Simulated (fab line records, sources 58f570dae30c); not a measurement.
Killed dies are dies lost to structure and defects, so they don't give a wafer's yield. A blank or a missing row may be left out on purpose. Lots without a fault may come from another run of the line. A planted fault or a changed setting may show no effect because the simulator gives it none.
Problem report in the 8D (eight disciplines) form, filled by code | flow berkeley_cmos170 | the parts of the form that need people (team, actions taken, sign-off) are left out

1. THE PROBLEM
rf_fwd_power_W at UCB170_GATE_ETCH_15 reads a mean of 346.0 W on 6 wafers of 2 lots; wafers without a fault read 297.5 W with a standard deviation of 1. That is +49 standard deviations from the usual mean.
The step: etches poly-Si in HBr/Cl2, stops on SiO2, time 56.3 s, target depth 278.2 nm.
First seen on wafer L347.3, day 9 22:12, on rie_si-01. The record holds 18 wafers of 6 lots with a number at this step. Rule for "out", or "out of limits": more than 4 standard deviations from the usual mean. The other wafers with a number count as sound.

2. WHAT IT IS AND WHAT IT IS NOT
question                    | is                     | is not
which readings at this step | rf_fwd_power_W         | drypump_motor_current_A, oes_product_au, throttle_valve_pct
which lots                  | L345, L347             | L337, L339, L350, L354
which wafers of those lots  | all that have a number | -
read on which tools         | rie_si-01              | rie_si-02
when                        | from day 9 22:12       | up to then (6 sound wafers); but 6 sound wafers of L350, L354 came after

3. SUSPECTS, AND WHAT RULES EACH OUT
Counting: a tool at a process step up to the reading stays a suspect if it ran every lot that is out and no sound lot after the first of them.
- rie_si-01 at UCB170_GATE_ETCH_15 (etches poly-Si in HBr/Cl2, stops on SiO2, time 56.3 s, target depth 278.2 nm): kept. It ran every lot that is out, first L347 (day 9 22:12), and no sound lot after that; its last sound lot up to then is L339 (day 8 13:17). Its own readings are out on those wafers: rf_fwd_power_W.
Left after counting: rie_si-01 at UCB170_GATE_ETCH_15.

4. THE CAUSE (what the simulator had put in)
Process parameter drift: rie_si-01, from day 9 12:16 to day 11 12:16, at UCB170_GATE_ETCH_15. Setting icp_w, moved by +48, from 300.
Counting left only this tool.

5. THE CHAIN OF EFFECTS, in route order
Each row: a reading whose mean over the struck wafers that have a number lies more than 3 standard deviations from the usual. Only readings for which the record gives a usual standard deviation are gone through. hours: the time from each lot's start at the first step in this table that gives one to its start at this step, as a median over the lots. sigmas: the change in usual standard deviations.
hours | step                | reading        | usual   | on struck wafers | change | sigmas
0     | UCB170_GATE_ETCH_15 | rf_fwd_power_W | 297.5 W | 346.0            | +48.5  | +49
The process steps in it:
- UCB170_GATE_ETCH_15: etches poly-Si in HBr/Cl2, stops on SiO2, time 56.3 s, target depth 278.2 nm.

6. WHAT WOULD HAVE CAUGHT IT SOONER
In this record the first reading out of limits was taken at day 9 22:12, 10 hours after the fault began at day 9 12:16.
